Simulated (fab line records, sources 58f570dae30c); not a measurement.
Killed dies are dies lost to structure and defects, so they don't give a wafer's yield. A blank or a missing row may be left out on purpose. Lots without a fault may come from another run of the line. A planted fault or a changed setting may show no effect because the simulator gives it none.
Tool commonality check | flow berkeley_cmos170 | 14 lots, 42 wafers sampled

WHY IT WAS OPENED
At UCB170_CONTACT_THK_MEAS_02 the reading CONTACT_PSG_THK is flagged on 2 of 14 lots. Wafers without a fault read 703 nm, standard deviation 7.4.
Rule: a lot is flagged when every wafer of it that has a number lies more than 4 standard deviations from that mean, or none has a number. The other lots count as sound.

lot  | measured     | on            | CONTACT_PSG_THK (nm), wafer by wafer | flag
L273 | day 7 10:07  | film_metro-03 | 705 703 702                          |
L274 | day 8 01:07  | film_metro-01 | 690 687 690                          |
L276 | day 8 01:08  | film_metro-02 | 710 712 707                          |
L279 | day 8 13:23  | film_metro-03 | 694 696 695                          |
L278 | day 8 18:16  | film_metro-01 | 698 701 697                          |
L281 | day 9 08:50  | film_metro-03 | 699 697 701                          |
L280 | day 9 08:51  | film_metro-02 | 706 711 709                          |
L284 | day 9 23:35  | film_metro-01 | 875 874 874                          | FLAGGED
L286 | day 10 08:10 | film_metro-01 | 888 887 885                          | FLAGGED
L287 | day 10 08:38 | film_metro-01 | 700 698 698                          |
L289 | day 10 08:38 | film_metro-03 | 702 695 696                          |
L288 | day 10 10:24 | film_metro-02 | 698 698 692                          |
L290 | day 10 10:25 | film_metro-03 | 709 700 704                          |
L294 | day 11 19:10 | film_metro-02 | 704 702 707                          |
The numbers of the flagged lots are 880 nm on average: +178 nm against the usual, or +24 standard deviations.

WHICH TOOL RAN EACH LOT
The record holds 2 process steps before the reading, out of a route of 331 steps. In each cell: the tool, then ch and the chambers that the sampled wafers went through, then the start.
lot  | flag    | UCB170_SDANNEAL_RTA_00           | UCB170_CONTACT_CVD_01
L273 |         | rtp_anneal-01 ch 0, day 7 07:11  | lpcvd-01 ch 1, day 7 08:19
L274 |         | rtp_anneal-02 ch 0, day 7 21:43  | lpcvd-02 ch 1, day 7 23:20
L276 |         | rtp_anneal-01 ch 0, day 7 21:22  | lpcvd-02 ch 1, day 7 23:20
L279 |         | rtp_anneal-01 ch 0, day 8 10:13  | lpcvd-02 ch 1, day 8 11:35
L278 |         | rtp_anneal-01 ch 0, day 8 10:52  | lpcvd-01 ch 1, day 8 15:35
L281 |         | rtp_anneal-01 ch 0, day 9 04:48  | lpcvd-01 ch 1, day 9 06:09
L280 |         | rtp_anneal-02 ch 0, day 9 04:49  | lpcvd-01 ch 0, day 9 06:09
L284 | FLAGGED | rtp_anneal-01 ch 0, day 9 19:35  | lpcvd-01 ch 0, day 9 21:48
L286 | FLAGGED | rtp_anneal-02 ch 0, day 10 05:14 | lpcvd-01 ch 0, day 10 06:22
L287 |         | rtp_anneal-02 ch 0, day 10 05:41 | lpcvd-02 ch 0, day 10 06:50
L289 |         | rtp_anneal-01 ch 0, day 10 05:26 | lpcvd-02 ch 1, day 10 06:50
L288 |         | rtp_anneal-01 ch 0, day 10 06:09 | lpcvd-02 ch 1, day 10 08:37
L290 |         | rtp_anneal-01 ch 0, day 10 05:55 | lpcvd-02 ch 0, day 10 08:37
L294 |         | rtp_anneal-01 ch 0, day 11 15:17 | lpcvd-02 ch 0, day 11 16:28
What these steps do:
- UCB170_SDANNEAL_RTA_00: time 10 s.
- UCB170_CONTACT_CVD_01: deposits PSG from SiH4/O2/PH3, target thk 700 nm, time 2820 s.
- UCB170_CONTACT_THK_MEAS_02

FLAGGED OVER TOTAL, TOOL BY TOOL (the gauges that took the reading come last)
step                       | tool          | lots run | flagged | share of the flagged lots | sound lots run after its first flagged lot
UCB170_SDANNEAL_RTA_00     | rtp_anneal-01 | 10       | 1       | some                      | 4 (L289,L290,L288,L294)
UCB170_SDANNEAL_RTA_00     | rtp_anneal-02 | 4        | 1       | some                      | 1 (L287)
UCB170_CONTACT_CVD_01      | lpcvd-01      | 6        | 2       | all                       | 0
UCB170_CONTACT_CVD_01      | lpcvd-02      | 8        | 0       | none                      | -
UCB170_CONTACT_THK_MEAS_02 | film_metro-01 | 5        | 2       | all                       | 1 (L287)
UCB170_CONTACT_THK_MEAS_02 | film_metro-02 | 4        | 0       | none                      | -
UCB170_CONTACT_THK_MEAS_02 | film_metro-03 | 5        | 0       | none                      | -

WHAT THE TABLE ALLOWS
2 rows of the table ran every flagged lot: lpcvd-01 at UCB170_CONTACT_CVD_01, film_metro-01 at UCB170_CONTACT_THK_MEAS_02.
- lpcvd-01 at UCB170_CONTACT_CVD_01: 2 of its 6 lots flagged. Its last sound lot is L280 (day 9 06:09), its first flagged lot L284 (day 9 21:48): a fault that began between those two fits.
- film_metro-01 at UCB170_CONTACT_THK_MEAS_02: 2 of its 5 lots flagged. Sound lots ran on it after the first flagged one (L287), which a lasting fault on the whole tool wouldn't allow.
One tool is left: lpcvd-01 at UCB170_CONTACT_CVD_01.

WHAT THE SIMULATOR HAD PUT IN
Process parameter drift: lpcvd-01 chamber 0, from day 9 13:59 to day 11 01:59, at UCB170_CONTACT_CVD_01. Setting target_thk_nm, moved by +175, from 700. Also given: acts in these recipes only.
Lots struck among those shown: L284, L286. The rule above found the same.
